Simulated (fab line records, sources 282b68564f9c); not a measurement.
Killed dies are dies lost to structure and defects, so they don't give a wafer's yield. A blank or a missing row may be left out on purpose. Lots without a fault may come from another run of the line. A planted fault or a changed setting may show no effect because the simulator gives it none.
Which tool did it? | flow rit_cmos | 14 lots, 42 wafers sampled, at 5 steps of a route of 202

WHAT THE GAUGES READ, wafer by wafer
RIT_PRETRO_TW_MEAS_10.
lot  | measured    | on            | PRETRO_TW
L428 | day 2 11:13 | film_metro-03 | 474 477 475
L429 | day 2 16:23 | film_metro-01 | 481 480 480
L430 | day 2 20:29 | film_metro-03 | 476 474 473
L431 | day 3 01:23 | film_metro-03 | 478 478 479
L433 | day 3 09:55 | film_metro-02 | 473 474 473
L434 | day 3 15:13 | film_metro-01 | 479 484 480
L438 | day 4 12:04 | film_metro-01 | 481 480 481
L441 | day 5 00:46 | film_metro-02 | 441 438 436
L442 | day 5 06:31 | film_metro-01 | 446 445 446
L444 | day 5 17:32 | film_metro-02 | 473 473 475
L445 | day 5 21:11 | film_metro-02 | 474 475 473
L447 | day 6 08:00 | film_metro-02 | 474 474 471
L448 | day 6 11:13 | film_metro-03 | 479 476 476
L450 | day 6 23:22 | film_metro-02 | 474 473 472

RIT_PLDD_TW_MEAS_10.
lot  | measured    | on            | PLDD_TW
L428 | day 3 01:31 | film_metro-02 | 2315 2321 2326
L429 | day 3 05:20 | film_metro-04 | 2402 2387 2387
L430 | day 3 10:40 | film_metro-03 | 2362 2355 2357
L431 | day 3 14:02 | film_metro-04 | 2384 2382 2378
L433 | day 4 01:55 | film_metro-02 | 2321 2322 2325
L434 | day 4 05:26 | film_metro-03 | 2361 2365 2352
L438 | day 5 02:55 | film_metro-02 | 2332 2336 2337
L441 | day 5 14:35 | film_metro-04 | 2376 2379 2371
L442 | day 5 21:54 | film_metro-03 | 2356 2354 2353
L444 | day 6 05:09 | film_metro-03 | 2363 2352 2353
L445 | day 6 10:19 | film_metro-03 | 2359 2355 2357
L447 | day 6 19:51 | film_metro-02 | 2336 2328 2335
L448 | day 7 01:07 | film_metro-02 | 2343 2351 2347
L450 | day 7 13:35 | film_metro-02 | 2342 2360 2367

RIT_M1_RS_MEAS_01: measures by four-point-probe.
lot  | measured    | on            | M1_AL_RS (ohm/sq)
L428 | day 3 11:17 | film_metro-03 | 0.0742 0.0736 0.0753
L429 | day 3 15:11 | film_metro-04 | 0.0742 0.0751 0.0749
L430 | day 3 20:32 | film_metro-02 | 0.0754 0.0734 0.0752
L431 | day 3 23:59 | film_metro-04 | 0.0745 0.0739 0.0746
L433 | day 4 12:29 | film_metro-04 | 0.0744 0.0754 0.0756
L434 | day 4 15:59 | film_metro-02 | 0.0750 0.0769 0.0762
L438 | day 5 12:37 | film_metro-04 | 0.0748 0.0740 0.0743
L441 | day 6 00:28 | film_metro-03 | 0.0762 0.0752 0.0750
L442 | day 6 07:31 | film_metro-02 | 0.0750 0.0746 0.0746
L444 | day 6 15:05 | film_metro-04 | 0.0763 0.0763 0.0765
L445 | day 6 21:09 | film_metro-03 | 0.0765 0.0766 0.0758
L447 | day 7 06:02 | film_metro-02 | 0.0754 0.0742 0.0746
L448 | day 7 10:43 | film_metro-03 | 0.0746 0.0743 0.0746
L450 | day 7 23:59 | film_metro-02 | 0.0764 0.0758 0.0756

WHICH TOOL RAN EACH LOT (tool, then ch and the chambers of the sampled wafers, then the start)
lot  | RIT_PRETRO_IMPLANT_08          | RIT_NSD_STRIP_09
L428 | implanter-01 ch 0, day 2 10:55 | plasma_asher-02 ch 0,1, day 3 05:25
L429 | implanter-02 ch 0, day 2 16:04 | plasma_asher-02 ch 0,1, day 3 09:23
L430 | implanter-02 ch 0, day 2 20:11 | plasma_asher-03 ch 0,1, day 3 14:34
L431 | implanter-04 ch 0, day 3 01:05 | plasma_asher-04 ch 0,1, day 3 17:47
L433 | implanter-02 ch 0, day 3 09:35 | plasma_asher-03 ch 0,1, day 4 06:43
L434 | implanter-04 ch 0, day 3 14:55 | plasma_asher-04 ch 0,1, day 4 10:14
L438 | implanter-02 ch 0, day 4 11:46 | plasma_asher-02 ch 0,1, day 5 06:42
L441 | implanter-01 ch 0, day 5 00:28 | plasma_asher-04 ch 0,1, day 5 18:23
L442 | implanter-01 ch 0, day 5 06:12 | plasma_asher-03 ch 0,1, day 6 01:39
L444 | implanter-04 ch 0, day 5 17:13 | plasma_asher-04 ch 0,1, day 6 09:03
L445 | implanter-04 ch 0, day 5 20:52 | plasma_asher-03 ch 0,1, day 6 15:02
L447 | implanter-04 ch 0, day 6 07:41 | plasma_asher-04 ch 0,1, day 6 23:59
L448 | implanter-04 ch 0, day 6 10:54 | plasma_asher-02 ch 0,1, day 7 04:59
L450 | implanter-04 ch 0, day 6 23:04 | plasma_asher-02 ch 0,1, day 7 17:59
- RIT_PRETRO_IMPLANT_08
- RIT_NSD_STRIP_09: strips in O2, time 180 s.

WHAT THE TOOLS THEMSELVES READ (means of the sampled wafers that have a number; where no wafer has one, the mark that the record gives instead)
RIT_PRETRO_IMPLANT_08.
lot  | tool         | dose_ions_cm2 | end_station_pressure_torr (Torr) | faraday_current_uA
L428 | implanter-01 | 1.1996e+13    | 5.04e-06                         | 37.9
L429 | implanter-02 | 1.2010e+13    | 5.09e-06                         | 38.7
L430 | implanter-02 | 1.2019e+13    | 4.84e-06                         | 38.0
L431 | implanter-04 | 1.1986e+13    | 5.19e-06                         | 37.9
L433 | implanter-02 | 1.2027e+13    | 5.17e-06                         | 38.1
L434 | implanter-04 | 1.2013e+13    | 5.09e-06                         | 37.9
L438 | implanter-02 | 1.2007e+13    | 4.97e-06                         | 38.1
L441 | implanter-01 | 9.3577e+12    | 5.01e-06                         | 30.4
L442 | implanter-01 | 9.3590e+12    | 5.06e-06                         | 29.6
L444 | implanter-04 | 1.2011e+13    | 4.97e-06                         | 38.0
L445 | implanter-04 | 1.1996e+13    | 5.10e-06                         | 38.8
L447 | implanter-04 | 1.2003e+13    | 4.96e-06                         | 38.3
L448 | implanter-04 | 1.1996e+13    | 4.97e-06                         | 38.2
L450 | implanter-04 | 1.2000e+13    | 5.18e-06                         | 37.6

RIT_NSD_STRIP_09.
lot  | tool            | drypump_motor_current_A (A)
L428 | plasma_asher-02 | 5.5
L429 | plasma_asher-02 | 5.5
L430 | plasma_asher-03 | 5.1
L431 | plasma_asher-04 | 6.2
L433 | plasma_asher-03 | 5.1
L434 | plasma_asher-04 | 6.5
L438 | plasma_asher-02 | 5.5
L441 | plasma_asher-04 | 6.1
L442 | plasma_asher-03 | 5.1
L444 | plasma_asher-04 | 6.5
L445 | plasma_asher-03 | 5.1
L447 | plasma_asher-04 | 6.5
L448 | plasma_asher-02 | 5.5
L450 | plasma_asher-02 | 5.5

THE ANSWER, worked out from the rows above alone
Rule: what is usual is taken from the lots themselves. Put in order of their means at a reading, lots are off if they are a third of the lots or fewer, leave a main group of 4 or more, and stand apart from it by a gap of 3 or more times the standard deviation of the main group's means; of several such gaps the widest counts. A main group whose means are all the same, to the digits that the tables above print for the reading, isn't used. A lot without any number at a reading at which 4 lots or more have one is off too. The other lots that the step has rows for count as sound. The gauges are gone through in route order, then the tools' own readings, and for those a lot's mean is taken as printed above. The first step at which some lot is off is used, and at that step the reading that is off furthest; a lot without a number counts as furthest.
Off: L441, L442, at RIT_PRETRO_TW_MEAS_10 (PRETRO_TW). The main group: mean 476, standard deviation 3.
A tool fits if, at a process step before that reading, it ran every lot that is off, and no sound lot after the first of them. The gauges at RIT_PRETRO_TW_MEAS_10 aren't tried: what is off there is off at RIT_PRETRO_IMPLANT_08 too, on other tools, and a gauge's error can't cause that. One fits: implanter-01 at RIT_PRETRO_IMPLANT_08. Its last sound lot is L428 (day 2 10:55), its first lot that is off L441 (day 5 00:28): a fault that began between those two fits.
The tool's own readings at RIT_PRETRO_IMPLANT_08 bear it out: on the lots that are off they differ by more than 5 times the standard deviation of the sound lots' means. dose_ions_cm2 reads 9.3584e+12 there against 1.2005e+13 on the sound lots; faraday_current_uA reads 30.0 there against 38.1 on the sound lots.

WHAT THE SIMULATOR HAD PUT IN
Process parameter drift: implanter-01, from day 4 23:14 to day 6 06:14, at RIT_PRETRO_IMPLANT_08. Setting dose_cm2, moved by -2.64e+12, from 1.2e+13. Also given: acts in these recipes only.
Lots struck among those shown: L441, L442. The rule above found the same.
